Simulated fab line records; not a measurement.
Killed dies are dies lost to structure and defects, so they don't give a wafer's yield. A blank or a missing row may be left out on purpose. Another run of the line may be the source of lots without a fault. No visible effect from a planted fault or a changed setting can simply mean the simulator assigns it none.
fab line records	flow rit-cmos
[record] lots = 15	wafers = 45	last-day = 8
route steps=202 shown NSD@132 PSD@152 M1@202
lots that met no fault: from a run of the same line without faults
start-h: start of the lot's first displayed wafer, in hours after the record's first day	wait-h: hours elapsed since this lot's preceding step	" unchanged from the row above	L1.1+2: a row that stands for several wafers	- no value, or no start was given	* or withheld: withheld	< > ~ a bound
route shown NAME@n: names a module that has steps shown in the file, with the first one's number in the route	usual: mean and standard deviation over wafers with no fault	same: alike in all rows	chamber/n: place in a boat	sites: the reading at each site	_std_site: standard deviation of those values	_edge_site: inner sites' mean taken away from outer sites' mean	radius-mm: for every site, how far away it sits from the centre of the wafer	mask NAME#n: copy n	behind: the tool/chamber that last shaped the wafer	hold: why the lot was held/for how many hours/how that ended	device: whichever transistor did not switch (one of n, p or np)	end of line: the route-end tests of the same wafers	for a step that has no rows: nothing shown but its recipe	killed: not the wafer's yield, but the dies lost to structure and defects at the first sort	map: shows each die of a wafer: x if killed, . if not, _ if none is there
set.NAME: the setting as run; set.NAME@STEP: as run at that earlier step	model.NAME: the simulator's own value behind a step, which no gauge read
steps of the route over a sample of lots; a table a step, a row a wafer
[[steps]]
[step RIT_NSD_COAT_01]
[recipe] resist = NOVOLAK	spin-rpm = 3250	resist-thk-nm = 1000
[usual] chill-plate-temp-C = 22.98/0.12	dispense-pressure-kPa = 44.0/0.61
lot.wafer	tool	chamber	start-h	wait-h	chill-plate-temp-C	dispense-pressure-kPa
L885.1	litho-track-02	0	53.08	0.1	23.07	44.4
L885.2	"	0	"	"	23.06	44.3
L885.4	"	0	"	"	22.81	44.3
L886.2	litho-track-02	0	54.54	0.1	22.89	44.4
L886.4	"	0	"	"	22.73	44.4
L886.6	"	0	"	"	22.80	44.4
L887.4	litho-track-01	0	61.08	0.1	22.73	44.9
L887.5	"	0	"	"	22.97	44.9
L887.6	"	0	"	"	22.86	44.9
L889.1	litho-track-03	-	70.34	0.1	-	-
L889.3	"	-	"	"	-	-
L889.6	"	-	"	"	-	-
L890.4	litho-track-03	-	76.08	0.1	-	-
L890.5	"	-	"	"	-	-
L890.6	"	-	"	"	-	-
L891.1	litho-track-02	-	82.93	0.1	-	-
L891.3	"	-	"	"	-	-
L891.5	"	-	"	"	-	-
L892.1	litho-track-03	0	88.27	0.1	22.74	43.4
L892.3	"	0	"	"	22.81	43.4
L892.4	"	0	"	"	22.71	43.5
L897.3	litho-track-02	0	112.23	0.1	23.00	44.4
L897.5	"	0	"	"	23.04	44.4
L897.6	"	0	"	"	23.10	44.4
L899.2	litho-track-03	0	121.93	0.1	23.08	43.4
L899.3	"	0	"	"	23.15	43.4
L899.4	"	0	"	"	23.13	43.4
L900.1	litho-track-03	0	129.59	0.1	23.04	43.4
L900.2	"	0	"	"	22.97	43.4
L900.4	"	0	"	"	22.97	43.4
L901.1	litho-track-01	0	131.51	0.1	23.10	44.9
L901.2	"	0	"	"	22.96	44.9
L901.3	"	0	"	"	23.15	44.9
L903.1	litho-track-03	0	141.59	0.1	23.00	43.4
L903.2	"	0	"	"	23.09	43.4
L903.4	"	0	"	"	22.67	43.4
L906.1	litho-track-02	0	156.51	0.1	23.04	44.4
L906.5	"	0	"	"	23.07	44.4
L906.6	"	0	"	"	22.94	44.3
L907.1	litho-track-01	0	171.72	0.1	23.10	44.9
L907.3	"	0	"	"	22.87	44.9
L907.6	"	0	"	"	22.97	44.8
L908.1	litho-track-03	0	176.77	0.1	23.07	43.4
L908.2	"	0	"	"	23.07	43.4
L908.3	"	0	"	"	22.81	43.4
[step RIT_NSD_OVL_MEAS_06]
[usual] NSD_OVL = -0.5/1.9
lot.wafer	tool	chamber	start-h	wait-h	NSD_OVL[nm]
L885.1	overlay-01	-	53.90	-	2.0
L885.2	"	-	"	"	3.3
L885.4	"	-	"	"	0.9
L886.2	overlay-02	-	55.22	-	-3.0
L886.4	"	-	"	"	-0.4
L886.6	"	-	"	"	-1.1
L887.4	overlay-01	-	61.85	-	-2.5
L887.5	"	-	"	"	-2.8
L887.6	"	-	"	"	-1.5
L889.1	overlay-02	-	71.17	-	-
L889.3	"	-	"	"	-
L889.6	"	-	"	"	-
L890.4	overlay-02	-	76.85	-	-
L890.5	"	-	"	"	-
L890.6	"	-	"	"	-
L891.1	overlay-02	-	83.63	-	-
L891.3	"	-	"	"	-
L891.5	"	-	"	"	-
L892.1	overlay-01	-	89.10	-	0.2
L892.3	"	-	"	"	1.1
L892.4	"	-	"	"	0.5
L897.3	overlay-01	-	113.01	-	-0.9
L897.5	"	-	"	"	0.1
L897.6	"	-	"	"	-0.6
L899.2	overlay-02	-	124.48	-	3.8
L899.3	"	-	"	"	2.4
L899.4	"	-	"	"	2.0
L900.1	overlay-01	-	130.29	-	0.5
L900.2	"	-	"	"	0.9
L900.4	"	-	"	"	0.3
L901.1	overlay-01	-	132.33	-	0.6
L901.2	"	-	"	"	0.4
L901.3	"	-	"	"	1.4
L903.1	overlay-01	-	142.42	-	-0.6
L903.2	"	-	"	"	-0.5
L903.4	"	-	"	"	0.3
L906.1	overlay-02	-	157.21	-	-2.4
L906.5	"	-	"	"	-0.8
L906.6	"	-	"	"	-1.6
L907.1	overlay-01	-	172.42	-	1.5
L907.3	"	-	"	"	1.4
L907.6	"	-	"	"	1.6
L908.1	overlay-01	-	177.47	-	-4.0
L908.2	"	-	"	"	-2.8
L908.3	"	-	"	"	-1.8
[step RIT_PSD_TW_MEAS_10]
[usual] PSD_TW = 3438/25
lot.wafer	tool	chamber	start-h	wait-h	hold	PSD_TW
L885.1	film-metro-04	-	55.84	0.1	-	3457
L885.2	"	-	"	"	-	3489
L885.4	"	-	"	"	-	3477
L886.2	film-metro-03	-	57.16	0.1	-	3417
L886.4	"	-	"	"	-	3420
L886.6	"	-	"	"	-	3406
L887.4	film-metro-04	-	63.80	0.1	-	3472
L887.5	"	-	"	"	-	3468
L887.6	"	-	"	"	-	3456
L889.1	film-metro-01	-	73.23	0.1	await-dispo/0.2h/release	3618
L889.3	"	-	"	"	await-dispo/0.2h/release	3624
L889.6	"	-	"	"	await-dispo/0.2h/release	3616
L889.1	film-metro-01	-	73.46	0.2	-	3627
L889.3	"	-	"	"	-	3631
L889.6	"	-	"	"	-	3623
L890.4	film-metro-03	-	78.89	0.1	await-dispo/0.2h/release	3599
L890.5	"	-	"	"	await-dispo/0.2h/release	3600
L890.6	"	-	"	"	await-dispo/0.2h/release	3611
L890.4	film-metro-03	-	79.12	0.2	-	3622
L890.5	"	-	"	"	-	3605
L890.6	"	-	"	"	-	3631
L891.1	film-metro-04	-	85.69	0.1	await-dispo/0.2h/release	3627
L891.3	"	-	"	"	await-dispo/0.2h/release	3640
L891.5	"	-	"	"	await-dispo/0.2h/release	3620
L891.1	film-metro-04	-	85.91	0.2	-	3661
L891.3	"	-	"	"	-	3645
L891.5	"	-	"	"	-	3632
L892.1	film-metro-03	-	91.16	0.1	-	3407
L892.3	"	-	"	"	-	3413
L892.4	"	-	"	"	-	3413
L897.3	film-metro-03	-	114.95	0.1	-	3420
L897.5	"	-	"	"	-	3424
L897.6	"	-	"	"	-	3404
L899.2	film-metro-01	-	126.59	0.1	-	3417
L899.3	"	-	"	"	-	3427
L899.4	"	-	"	"	-	3434
L900.1	film-metro-04	-	132.34	0.1	-	3450
L900.2	"	-	"	"	-	3465
L900.4	"	-	"	"	-	3471
L901.1	film-metro-03	-	134.26	0.1	-	3457
L901.2	"	-	"	"	-	3421
L901.3	"	-	"	"	-	3444
L903.1	film-metro-04	-	144.49	0.1	-	3484
L903.2	"	-	"	"	-	3464
L903.4	"	-	"	"	-	3454
L906.1	film-metro-04	-	159.15	0.1	-	3451
L906.5	"	-	"	"	-	3468
L906.6	"	-	"	"	-	3438
L907.1	film-metro-01	-	174.62	0.1	-	3437
L907.3	"	-	"	"	-	3425
L907.6	"	-	"	"	-	3424
L908.1	film-metro-01	-	179.41	0.1	-	3433
L908.2	"	-	"	"	-	3406
L908.3	"	-	"	"	-	3414
[step RIT_M1_PROBE_99]
[usual] killed-at-contacts = 0.1/0.23	killed-at-front-end = 7/3	killed-dies = 7/3	killed-on-rim = 1.8/1.5	killed-open = 3.3/1.8	killed-short = 3.3/2.2
[same] gross-dies = 264	killed_at_M0_to_M3 = 0	killed_at_M4_up = 0	killed-at-back-side = 0	killed-at-other = 0
lot.wafer	tool	chamber	start-h	wait-h	hold	killed-at-contacts	killed-at-front-end	killed-dies	killed-on-rim	killed-open	killed-short
L889.1	prober-01	-	83.77	0.1	await-dispo/5.0h/scrap	0	264	264	70	1	2
L889.3	prober-01	-	83.87	0.2	await-dispo/5.0h/scrap	0	264	264	70	2	3
L889.6	prober-01	-	84.02	0.2	await-dispo/5.0h/scrap	0	264	264	70	1	4
L890.4	prober-02	-	92.53	0.2	await-dispo/1.2h/scrap	0	264	264	70	2	5
L890.5	prober-02	-	92.58	0.2	await-dispo/1.2h/scrap	0	264	264	70	4	0
L890.6	prober-02	-	92.63	0.2	await-dispo/1.2h/scrap	0	264	264	70	5	4
L891.1	prober-01	-	100.77	0.1	await-dispo/4.7h/scrap	0	264	264	70	1	3
L891.3	prober-01	-	100.87	0.2	await-dispo/4.7h/scrap	0	264	264	70	3	3
L891.5	prober-01	-	100.97	0.2	await-dispo/4.7h/scrap	0	264	264	70	3	2
L897.3	prober-02	-	123.02	0.2	-	0	8	8	1	6	2
L897.5	prober-02	-	123.12	0.2	-	0	4	4	1	2	2
L897.6	prober-02	-	123.17	0.2	-	0	7	7	2	4	3
L900.1	prober-01	-	140.48	0.1	-	0	4	4	3	2	2
L900.2	prober-01	-	140.53	0.1	-	0	5	5	1	3	2
L900.4	prober-01	-	140.63	0.2	-	0	4	4	2	1	3
L901.1	prober-02	-	142.15	0.1	-	1	6	7	2	2	5
L901.2	prober-02	-	142.20	0.1	-	0	12	12	3	9	3
L901.3	prober-02	-	142.25	0.2	-	0	4	4	0	2	2
L903.1	prober-02	-	152.46	0.1	-	0	8	8	3	2	6
L903.2	prober-02	-	152.51	0.1	-	0	5	5	1	4	1
L903.4	prober-02	-	152.61	0.2	-	0	8	8	2	4	4
L906.1	prober-02	-	167.52	0.1	-	0	8	8	2	4	4
L906.5	prober-02	-	167.72	0.2	-	0	9	9	2	5	4
L906.6	prober-02	-	167.77	0.2	-	0	10	10	2	3	7
L907.1	prober-01	-	182.90	0.1	-	0	10	10	2	5	5
L907.3	prober-01	-	183.00	0.2	-	0	7	7	0	2	5
L907.6	prober-01	-	183.15	0.2	-	0	9	9	3	7	2
// killed by level:class
L889.1 NSD:area-expose=261 GATE:geometric-particle:open=1 GATE:geometric-particle:short=1 REOX:geometric-particle:short=1
L889.3 NSD:area-expose=259 FOX1:geometric-particle:short=2 REOX:geometric-particle:open=1 SPACER:geometric-particle:open=1 SPACER:geometric-particle:short=1
L889.6 NSD:area-expose=259 FOX1:geometric-particle:short=2 FOX2:geometric-particle:short=1 GATE:geometric-particle:open=1 SILICIDE:geometric-particle:short=1
L890.4 NSD:area-expose=257 SILICIDE:geometric-particle:short=2 FOX1:geometric-particle:short=1 FOX2:geometric-particle:open=1 GATE:geometric-particle:short=1 FOX2:geometric-particle:short=1 SILICIDE:geometric-particle:open=1
L890.5 NSD:area-expose=260 GATE:geometric-particle:open=2 FOX2:geometric-particle:open=1 SILICIDE:geometric-particle:open=1
L890.6 NSD:area-expose=255 FOX1:geometric-particle:open=2 FOX1:geometric-particle:short=1 FOX2:geometric-particle:short=1 GATE:geometric-particle:short=1 GATE:geometric-particle:open=1 REOX:geometric-particle:open=1 SPACER:geometric-particle:open=1
L891.1 NSD:area-expose=260 GATE:geometric-particle:short=2 FOX1:geometric-particle:short=1 GATE:geometric-particle:open=1
L891.3 NSD:area-expose=258 SPACER:geometric-particle:open=2 FOX1:geometric-particle:open=1 FOX1:geometric-particle:short=1 GATE:geometric-particle:short=1 SPACER:geometric-particle:short=1
L891.5 NSD:area-expose=259 FOX1:geometric-particle:short=1 FOX1:geometric-particle:open=1 FOX2:geometric-particle:open=1 REOX:geometric-particle:open=1 SILICIDE:geometric-particle:short=1
L897.3 FOX1:geometric-particle:open=2 SILICIDE:geometric-particle:open=2 FOX1:geometric-particle:short=1 FOX2:geometric-particle:open=1 FOX2:geometric-particle:short=1 GATE:geometric-particle:open=1
L897.5 FOX1:geometric-particle:short=2 FOX2:geometric-particle:open=1 REOX:geometric-particle:open=1
L897.6 GATE:geometric-particle:open=2 FOX1:geometric-particle:short=1 GATE:geometric-particle:short=1 SPACER:geometric-particle:open=1 SILICIDE:geometric-particle:short=1 SILICIDE:geometric-particle:open=1
L900.1 GATE:geometric-particle:short=2 FOX1:geometric-particle:open=1 SILICIDE:geometric-particle:open=1
L900.2 FOX1:geometric-particle:short=1 FOX1:geometric-particle:open=1 GATE:geometric-particle:short=1 REOX:geometric-particle:open=1 SILICIDE:geometric-particle:open=1
L900.4 FOX1:geometric-particle:short=1 GATE:geometric-particle:short=1 GATE:geometric-particle:open=1 SILICIDE:geometric-particle:short=1
L901.1 GATE:geometric-particle:short=3 FOX1:geometric-particle:short=2 SILICIDE:geometric-particle:open=1 CONTACT:geometric-particle:open=1
L901.2 FOX1:geometric-particle:open=3 GATE:geometric-particle:open=2 REOX:geometric-particle:open=2 SPACER:geometric-particle:short=2 SPACER:geometric-particle:open=2 SILICIDE:geometric-particle:short=1
L901.3 ACTIVE:geometric-particle:short=1 GATE:geometric-particle:open=1 GATE:geometric-particle:short=1 REOX:geometric-particle:open=1
L903.1 SPACER:geometric-particle:short=4 SPACER:geometric-particle:open=2 REOX:geometric-particle:short=1 SILICIDE:geometric-particle:short=1
L903.2 GATE:geometric-particle:open=2 ACTIVE:geometric-particle:open=1 FOX1:geometric-particle:open=1 SILICIDE:geometric-particle:short=1
L903.4 SILICIDE:geometric-particle:short=3 SPACER:geometric-particle:open=2 REOX:geometric-particle:open=1 REOX:geometric-particle:short=1 SILICIDE:geometric-particle:open=1
L906.1 GATE:geometric-particle:short=2 FOX1:geometric-particle:open=1 FOX1:geometric-particle:short=1 FOX2:geometric-particle:short=1 FOX2:geometric-particle:open=1 GATE:geometric-particle:open=1 SPACER:geometric-particle:open=1
L906.5 GATE:geometric-particle:open=3 FOX1:geometric-particle:short=2 FOX2:geometric-particle:open=2 FOX2:geometric-particle:short=1 SILICIDE:geometric-particle:short=1
L906.6 SPACER:geometric-particle:open=3 REOX:geometric-particle:short=2 SPACER:geometric-particle:short=2 FOX1:geometric-particle:short=1 GATE:geometric-particle:short=1 SILICIDE:geometric-particle:short=1
L907.1 FOX1:geometric-particle:short=2 FOX1:geometric-particle:open=2 REOX:geometric-particle:short=2 FOX2:geometric-particle:open=1 REOX:geometric-particle:open=1 SPACER:geometric-particle:short=1 SILICIDE:geometric-particle:open=1
L907.3 SPACER:geometric-particle:short=3 GATE:geometric-particle:open=2 FOX1:geometric-particle:short=1 GATE:geometric-particle:short=1
L907.6 FOX1:geometric-particle:open=2 SPACER:geometric-particle:open=2 GATE:geometric-particle:open=2 FOX1:geometric-particle:short=1 GATE:geometric-particle:short=1 SILICIDE:geometric-particle:open=1
[[key]]
[first-sign] step = RIT_NSD_COAT_01	reading = tool-record	direction = missing
[effect] step = RIT_NSD_OVL_MEAS_06	reading = NSD_OVL	direction = missing
[effect] step = RIT_PSD_TW_MEAS_10	reading = visit	direction = added
[effect] step = RIT_PSD_TW_MEAS_10	reading = PSD_TW	direction = up	sigmas = 7.1	usual = 3438	struck = 3617
[effect] step = RIT_M1_PROBE_99	reading = killed-dies	direction = up	sigmas = 86	usual = 7	struck = 264
[more-kills-born-at] RIT_NSD_EXPOSE_03@iline-stepper-01 = 1549	RIT_NSD_EXPOSE_03@iline-stepper-02 = 779
met-at RIT_NSD_COAT_01
struck-lots L889,L890,L891
tester-left-out L889,L890,L891
onset-between 54.54 70.34
[fault] kind = skipped-step-whole	tool = litho-track-02,litho-track-03	chamber = -	onset-h = 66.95	steps = RIT_NSD_COAT_01	scope = struck-lots-only
// tester-left-out: of these lots the tester's yield and bins aren't shown, on N5 and GAA mostly nor the transistor test; their killed dies are dies lost to structure and defects alone, not to doping, threshold or leakage, so they don't give the yield
